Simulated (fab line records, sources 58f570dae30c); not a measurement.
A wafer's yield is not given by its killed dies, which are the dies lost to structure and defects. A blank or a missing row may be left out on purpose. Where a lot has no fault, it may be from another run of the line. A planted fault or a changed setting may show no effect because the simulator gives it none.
Which tool did it? / flow berkeley cmos170 / 14 lots with 42 wafers sampled at 5 steps, on a route of 331 steps

== WHAT THE GAUGES SHOWED, per wafer ==
UCB170_PVT_TW_MEAS_09. Usual: PVT_TW typically reads 508, with standard deviation 3.4.
lot=L777; measured=day 5 12:59; on=film metro-03; PVT_TW=509 512 512; flag=
lot=L781; measured=day 6 10:20; on=film metro-01; PVT_TW=507 507 509; flag=
lot=L784; measured=day 6 19:37; on=film metro-03; PVT_TW=513 511 511; flag=
lot=L785; measured=day 7 05:40; on=film metro-03; PVT_TW=509 511 510; flag=
lot=L787; measured=day 7 21:44; on=film metro-03; PVT_TW=507 511 510; flag=
lot=L789; measured=day 7 22:17; on=film metro-01; PVT_TW=512 509 510; flag=
lot=L790; measured=day 8 09:52; on=film metro-03; PVT_TW=514 511 508; flag=
lot=L791; measured=day 8 20:17; on=film metro-01; PVT_TW=510 506 508; flag=
lot=L793; measured=day 8 20:27; on=film metro-01; PVT_TW=506 509 510; flag=
lot=L794; measured=day 9 04:17; on=film metro-01; PVT_TW=508 508 508; flag=
lot=L796; measured=day 9 18:38; on=film metro-01; PVT_TW=508 509 507; flag=
lot=L798; measured=day 10 04:10; on=film metro-01; PVT_TW=512 511 513; flag=
lot=L799; measured=day 10 04:36; on=film metro-04; PVT_TW=503 507 508; flag=
lot=L800; measured=day 10 09:55; on=film metro-01; PVT_TW=513 510 511; flag=

UCB170_V2_THK_MEAS_01. Usual: V2_TEOS_THK typically reads 1999 nm, with standard deviation 27.
lot=L777; measured=day 7 10:11; on=film metro-03; V2_TEOS_THK (nm)=1982 1976 2013; flag=
lot=L781; measured=day 8 16:14; on=film metro-04; V2_TEOS_THK (nm)=2028 1991 2031; flag=
lot=L784; measured=day 9 01:23; on=film metro-04; V2_TEOS_THK (nm)=2005 2046 1997; flag=
lot=L785; measured=day 9 04:46; on=film metro-04; V2_TEOS_THK (nm)=1979 1995 1996; flag=
lot=L787; measured=day 9 22:31; on=film metro-04; V2_TEOS_THK (nm)=1978 1998 1997; flag=
lot=L789; measured=day 9 21:41; on=film metro-02; V2_TEOS_THK (nm)=1999 1986 2034; flag=
lot=L790; measured=day 10 08:35; on=film metro-04; V2_TEOS_THK (nm)=2005 2008 1988; flag=
lot=L791; measured=day 10 16:11; on=film metro-04; V2_TEOS_THK (nm)=1980 1954 1999; flag=
lot=L793; measured=day 10 22:52; on=film metro-04; V2_TEOS_THK (nm)=2027 1976 1992; flag=
lot=L794; measured=day 11 03:30; on=film metro-04; V2_TEOS_THK (nm)=1991 1952 1984; flag=
lot=L796; measured=day 11 14:40; on=film metro-02; V2_TEOS_THK (nm)=1949 1988 1997; flag=
lot=L798; measured=day 11 23:32; on=film metro-02; V2_TEOS_THK (nm)=1974 2015 1992; flag=
lot=L799; measured=day 11 23:12; on=film metro-03; V2_TEOS_THK (nm)=1989 2011 2018; flag=
lot=L800; measured=day 12 11:53; on=film metro-02; V2_TEOS_THK (nm)=2024 2028 2021; flag=

== WHICH TOOL RAN EACH LOT (tool, then ch and the chambers of the sampled wafers, then the start) ==
lot=L777; UCB170_M1_STRIP_13=plasma asher-02 ch 0,1, day 6 23:56; UCB170_V1_ETCH_14=rie diel-01 ch 0,1,2, day 7 06:52; UCB170_V1_STRIP_15=plasma asher-04 ch 0,1, day 7 07:03
lot=L781; UCB170_M1_STRIP_13=plasma asher-03 ch 0,1, day 8 04:27; UCB170_V1_ETCH_14=rie diel-01 ch 0,2,3, day 8 12:53; UCB170_V1_STRIP_15=plasma asher-01 ch 0,1, day 8 13:04
lot=L784; UCB170_M1_STRIP_13=plasma asher-02 ch 0,1, day 8 13:20; UCB170_V1_ETCH_14=rie diel-01 ch 1,2,3, day 8 21:11; UCB170_V1_STRIP_15=plasma asher-01 ch 0,1, day 8 21:22
lot=L785; UCB170_M1_STRIP_13=plasma asher-03 ch 0,1, day 8 18:07; UCB170_V1_ETCH_14=rie diel-03 ch 0,1,2, day 9 01:22; UCB170_V1_STRIP_15=plasma asher-01 ch 0,1, day 9 01:33
lot=L787; UCB170_M1_STRIP_13=plasma asher-01 ch 0,1, day 9 12:59; UCB170_V1_ETCH_14=rie diel-03 ch 0,1,3, day 9 18:30; UCB170_V1_STRIP_15=plasma asher-03 ch 0,1, day 9 18:40
lot=L789; UCB170_M1_STRIP_13=plasma asher-01 ch 0,1, day 9 10:45; UCB170_V1_ETCH_14=rie diel-03 ch 0,1,2, day 9 18:06; UCB170_V1_STRIP_15=plasma asher-01 ch 0,1, day 9 18:17
lot=L790; UCB170_M1_STRIP_13=plasma asher-01 ch 1, day 9 21:22; UCB170_V1_ETCH_14=rie diel-04 ch 1,2, day 10 04:49; UCB170_V1_STRIP_15=plasma asher-03 ch 0,1, day 10 04:59
lot=L791; UCB170_M1_STRIP_13=plasma asher-01 ch 0,1, day 10 07:50; UCB170_V1_ETCH_14=rie diel-04 ch 0,1,2, day 10 13:04; UCB170_V1_STRIP_15=plasma asher-04 ch 0,1, day 10 13:14
lot=L793; UCB170_M1_STRIP_13=plasma asher-03 ch 0,1, day 10 11:16; UCB170_V1_ETCH_14=rie diel-03 ch 0,1,2, day 10 19:24; UCB170_V1_STRIP_15=plasma asher-01 ch 0,1, day 10 19:35
lot=L794; UCB170_M1_STRIP_13=plasma asher-01 ch 0,1, day 10 16:04; UCB170_V1_ETCH_14=rie diel-04 ch 0,1,2, day 11 00:14; UCB170_V1_STRIP_15=plasma asher-01 ch 0,1, day 11 00:25
lot=L796; UCB170_M1_STRIP_13=plasma asher-01 ch 0,1, day 11 04:01; UCB170_V1_ETCH_14=rie diel-03 ch 1,3, day 11 11:26; UCB170_V1_STRIP_15=plasma asher-03 ch 0,1, day 11 11:37
lot=L798; UCB170_M1_STRIP_13=plasma asher-02 ch 1, day 11 12:49; UCB170_V1_ETCH_14=rie diel-04 ch 0,2, day 11 19:38; UCB170_V1_STRIP_15=plasma asher-03 ch 0, day 11 19:49
lot=L799; UCB170_M1_STRIP_13=plasma asher-01 ch 0,1, day 11 12:37; UCB170_V1_ETCH_14=rie diel-03 ch 0,1,3, day 11 19:22; UCB170_V1_STRIP_15=plasma asher-04 ch 0,1, day 11 19:33
lot=L800; UCB170_M1_STRIP_13=plasma asher-02 ch 0,1, day 12 00:49; UCB170_V1_ETCH_14=rie diel-03 ch 0,3, day 12 08:25; UCB170_V1_STRIP_15=plasma asher-03 ch 0,1, day 12 08:37
- UCB170_M1_STRIP_13: strips in O2.
- UCB170_V1_ETCH_14: etches SiO2 in CHF3/CF4/Ar, stops on Al, target depth 1250 nm, time 291 s.
- UCB170_V1_STRIP_15: strips in O2.

== WHAT THE TOOLS THEMSELVES READ (means of the sampled wafers that have a number; where no wafer has one, the mark that the record gives instead) ==
UCB170_M1_STRIP_13. Usual: drypump motor current A 5.44 A, standard deviation 0.27; oes product au 0.721 a.u., standard deviation 0.0049.
lot=L777; tool=plasma asher-02; drypump motor current A (A)=5.40; oes product au (a.u.)=0.718; flag=
lot=L781; tool=plasma asher-03; drypump motor current A (A)=5.31; oes product au (a.u.)=0.720; flag=
lot=L784; tool=plasma asher-02; drypump motor current A (A)=5.41; oes product au (a.u.)=0.718; flag=
lot=L785; tool=plasma asher-03; drypump motor current A (A)=5.31; oes product au (a.u.)=0.724; flag=
lot=L787; tool=plasma asher-01; drypump motor current A (A)=5.66; oes product au (a.u.)=0.717; flag=
lot=L789; tool=plasma asher-01; drypump motor current A (A)=5.47; oes product au (a.u.)=0.722; flag=
lot=L790; tool=plasma asher-01; drypump motor current A (A)=5.89; oes product au (a.u.)=0.718; flag=
lot=L791; tool=plasma asher-01; drypump motor current A (A)=5.47; oes product au (a.u.)=0.722; flag=
lot=L793; tool=plasma asher-03; drypump motor current A (A)=5.31; oes product au (a.u.)=0.728; flag=
lot=L794; tool=plasma asher-01; drypump motor current A (A)=5.46; oes product au (a.u.)=0.716; flag=
lot=L796; tool=plasma asher-01; drypump motor current A (A)=5.66; oes product au (a.u.)=0.724; flag=
lot=L798; tool=plasma asher-02; drypump motor current A (A)=5.58; oes product au (a.u.)=0.717; flag=
lot=L799; tool=plasma asher-01; drypump motor current A (A)=5.66; oes product au (a.u.)=0.722; flag=
lot=L800; tool=plasma asher-02; drypump motor current A (A)=5.39; oes product au (a.u.)=0.721; flag=

UCB170_V1_ETCH_14. Usual: drypump motor current A 5.8 A, standard deviation 0.35; oes product au 0.875 a.u., standard deviation 0.011; throttle valve pct 6.96 %, standard deviation 0.14.
lot=L777; tool=rie diel-01; drypump motor current A (A)=5.5; oes product au (a.u.)=0.869; throttle valve pct (%)=7.06; flag=
lot=L781; tool=rie diel-01; drypump motor current A (A)=5.9; oes product au (a.u.)=0.836; throttle valve pct (%)=7.05; flag=OFF
lot=L784; tool=rie diel-01; drypump motor current A (A)=5.5; oes product au (a.u.)=0.838; throttle valve pct (%)=7.02; flag=OFF
lot=L785; tool=rie diel-03; drypump motor current A (A)=5.9; oes product au (a.u.)=0.875; throttle valve pct (%)=6.86; flag=
lot=L787; tool=rie diel-03; drypump motor current A (A)=5.9; oes product au (a.u.)=0.884; throttle valve pct (%)=6.98; flag=
lot=L789; tool=rie diel-03; drypump motor current A (A)=5.9; oes product au (a.u.)=0.878; throttle valve pct (%)=6.87; flag=
lot=L790; tool=rie diel-04; drypump motor current A (A)=5.7; oes product au (a.u.)=0.865; throttle valve pct (%)=6.96; flag=
lot=L791; tool=rie diel-04; drypump motor current A (A)=5.7; oes product au (a.u.)=0.871; throttle valve pct (%)=6.84; flag=
lot=L793; tool=rie diel-03; drypump motor current A (A)=5.9; oes product au (a.u.)=0.879; throttle valve pct (%)=6.86; flag=
lot=L794; tool=rie diel-04; drypump motor current A (A)=5.7; oes product au (a.u.)=0.866; throttle valve pct (%)=6.85; flag=
lot=L796; tool=rie diel-03; drypump motor current A (A)=6.1; oes product au (a.u.)=0.896; throttle valve pct (%)=7.01; flag=
lot=L798; tool=rie diel-04; drypump motor current A (A)=6.0; oes product au (a.u.)=0.868; throttle valve pct (%)=6.86; flag=
lot=L799; tool=rie diel-03; drypump motor current A (A)=5.9; oes product au (a.u.)=0.886; throttle valve pct (%)=6.98; flag=
lot=L800; tool=rie diel-03; drypump motor current A (A)=5.7; oes product au (a.u.)=0.878; throttle valve pct (%)=7.05; flag=

UCB170_V1_STRIP_15. Usual: drypump motor current A 5.4 A, standard deviation 0.31; oes product au 0.721 a.u., standard deviation 0.0047; strip time to endpoint s 15.36 s, standard deviation 0.12.
lot=L777; tool=plasma asher-04; drypump motor current A (A)=5.0; oes product au (a.u.)=0.726; strip time to endpoint s (s)=15.31; flag=
lot=L781; tool=plasma asher-01; drypump motor current A (A)=5.5; oes product au (a.u.)=0.718; strip time to endpoint s (s)=14.78; flag=OFF
lot=L784; tool=plasma asher-01; drypump motor current A (A)=5.5; oes product au (a.u.)=0.726; strip time to endpoint s (s)=14.80; flag=OFF
lot=L785; tool=plasma asher-01; drypump motor current A (A)=5.7; oes product au (a.u.)=0.728; strip time to endpoint s (s)=15.31; flag=
lot=L787; tool=plasma asher-03; drypump motor current A (A)=5.3; oes product au (a.u.)=0.719; strip time to endpoint s (s)=15.50; flag=
lot=L789; tool=plasma asher-01; drypump motor current A (A)=5.7; oes product au (a.u.)=0.722; strip time to endpoint s (s)=15.38; flag=
lot=L790; tool=plasma asher-03; drypump motor current A (A)=5.3; oes product au (a.u.)=0.722; strip time to endpoint s (s)=15.31; flag=
lot=L791; tool=plasma asher-04; drypump motor current A (A)=5.2; oes product au (a.u.)=0.721; strip time to endpoint s (s)=15.46; flag=
lot=L793; tool=plasma asher-01; drypump motor current A (A)=5.7; oes product au (a.u.)=0.718; strip time to endpoint s (s)=15.44; flag=
lot=L794; tool=plasma asher-01; drypump motor current A (A)=5.7; oes product au (a.u.)=0.716; strip time to endpoint s (s)=15.39; flag=
lot=L796; tool=plasma asher-03; drypump motor current A (A)=5.3; oes product au (a.u.)=0.723; strip time to endpoint s (s)=15.40; flag=
lot=L798; tool=plasma asher-03; drypump motor current A (A)=5.4; oes product au (a.u.)=0.728; strip time to endpoint s (s)=15.39; flag=
lot=L799; tool=plasma asher-04; drypump motor current A (A)=5.0; oes product au (a.u.)=0.721; strip time to endpoint s (s)=15.37; flag=
lot=L800; tool=plasma asher-03; drypump motor current A (A)=5.3; oes product au (a.u.)=0.717; strip time to endpoint s (s)=15.44; flag=

== THE ANSWER, worked out from the rows above alone ==
Rule: take the mean of a lot's wafers that have a number; if it is more than 3 standard deviations from the usual mean, the lot is off. Also off: a lot with no number at a reading for which 4 or more lots have one. All remaining lots with rows at the step are treated as sound. Order of review: gauges by route order, followed by the tools' own readings, for which a lot's mean as printed above is used. The first step at which some lot is off is used, and at that step the reading that is off furthest; a lot without a number counts as furthest.
Off: L781, L784 (UCB170_V1_ETCH_14, oes product au).
If a tool, at that step or one of the process steps before it, ran each lot that is off and ran no sound lot following the first of them, it fits. One fits: rie diel-01 at UCB170_V1_ETCH_14. A fault onset in the window from L777 (day 7 06:52, its last sound lot) to L781 (day 8 12:53, its first lot off) fits.

== WHAT HAD BEEN PUT IN BY THE SIMULATOR ==
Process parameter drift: rie diel-01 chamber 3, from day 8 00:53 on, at UCB170_V1_ETCH_14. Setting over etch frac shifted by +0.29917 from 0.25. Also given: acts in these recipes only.
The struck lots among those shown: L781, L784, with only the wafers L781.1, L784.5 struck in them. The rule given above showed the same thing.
